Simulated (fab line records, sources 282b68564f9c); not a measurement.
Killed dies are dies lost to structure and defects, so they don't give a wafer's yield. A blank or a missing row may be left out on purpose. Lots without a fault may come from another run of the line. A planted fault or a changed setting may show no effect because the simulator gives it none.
A struck lot beside a sound one | flow rit_cmos | 14 steps out of a route of 202
Sound: wafers L221.1, L221.3, L221.5. Struck: wafers L226.2, L226.5, L226.6. The cause comes at the end.
At each step with rows: each side's tool, then ch and its chambers, then its first start. Under that, the readings that differ: sound wafers | struck wafers | difference of the means | sigmas: that difference in standard deviations of wafers without a fault.
alike: readings whose means differ by less than 2 such deviations, and words and numbers that are the same on both sides. not compared: withheld readings, readings that some wafer has no value for, bounds like >300 that may hide the same value, and numbers for which the record gives no deviation and whose values overlap.
The two part at a step that has a row with sigmas, a row that says differs or no value, or rows on one side only. Numbers that don't overlap but have no deviation are shown without sigmas and don't part them. A reading that every wafer of one side lacks parts them only if that side has two wafers or more.

RIT_SILICIDE_RTA_06: time 10 s, ramp up 5 s, ramp down 10 s.
  sound on rtp_anneal-02 ch 0, day 5 20:35; struck on rtp_anneal-01 ch 0, day 6 22:28
  alike: wafer_temp_C_max
RIT_CONTACT_CVD_00: deposits SiO2 from TEOS, target thk 400 nm, time 61 s.
  sound on pecvd-04 ch 0,1,2, day 5 20:38; struck on pecvd-02 ch 0,1,2, day 6 22:31
  alike: heater_power_w
RIT_CONTACT_THK_MEAS_01:
  sound on film_metro-02, day 5 20:41; struck on film_metro-02, day 6 22:35
  alike: CONTACT_TEOS_THK
then, 6 steps without rows for these wafers: RIT_CONTACT_HMDS_02 (prime time 60 s); RIT_CONTACT_COAT_03 (resist thk 1000 nm); RIT_CONTACT_SOFTBAKE_04 (time 60 s); RIT_CONTACT_EXPOSE_05 (exposes mask M11, target cd 1000 nm); RIT_CONTACT_PEB_06; RIT_CONTACT_DEVELOP_07 (develop time 123.9 s).
RIT_CONTACT_CD_MEAS_08: target cd 1000 nm.
  sound on cd_sem-01, day 5 21:50; struck on cd_sem-01, day 6 23:44
  alike: cd_nm
RIT_CONTACT_OVL_MEAS_09:
  sound on overlay-02, day 5 21:58; struck on overlay-02, day 6 23:50
  reading          | sound       | struck      | difference | sigmas
  CONTACT_OVL (nm) | 0.8 0.9 2.3 | 5.6 5.7 5.3 | +4.2       | +2
then, 1 step without rows for these wafers: RIT_CONTACT_HARDBAKE_10 (time 60 s).
RIT_CONTACT_ETCH_11: etches SiO2 in CHF3/CF4/Ar, stops on TiSi2, target depth 480 nm, time 320 s.
  sound on rie_diel-01 ch 0,1, day 5 22:09; struck on rie_diel-03 ch 0,1,2, day 7 00:01
  reading                                      | sound             | struck            | difference | sigmas
  model.NOVOLAK_of_CONTACT_COAT_03.thk_nm (nm) | 771.1 771.7 768.9 | 786.3 788.4 784.2 | +15.7      |
  alike: O2_flow_sccm, drypump_motor_current_A, oes_product_au, throttle_valve_pct
  not compared: rf_hours_counter_h
RIT_CONTACT_STRIP_12: strips in O2, time 180 s.
  sound on plasma_asher-03 ch 0,1, day 5 22:20; struck on plasma_asher-04 ch 0,1, day 7 00:13
  alike: drypump_motor_current_A, rf_refl_power_W
  not compared: rf_hours_counter_h

WHERE THEY PART
Only at RIT_CONTACT_OVL_MEAS_09, within this record. Later steps at which nothing parts them and some readings are alike: RIT_CONTACT_ETCH_11, RIT_CONTACT_STRIP_12.

WHY: what the simulator had put in
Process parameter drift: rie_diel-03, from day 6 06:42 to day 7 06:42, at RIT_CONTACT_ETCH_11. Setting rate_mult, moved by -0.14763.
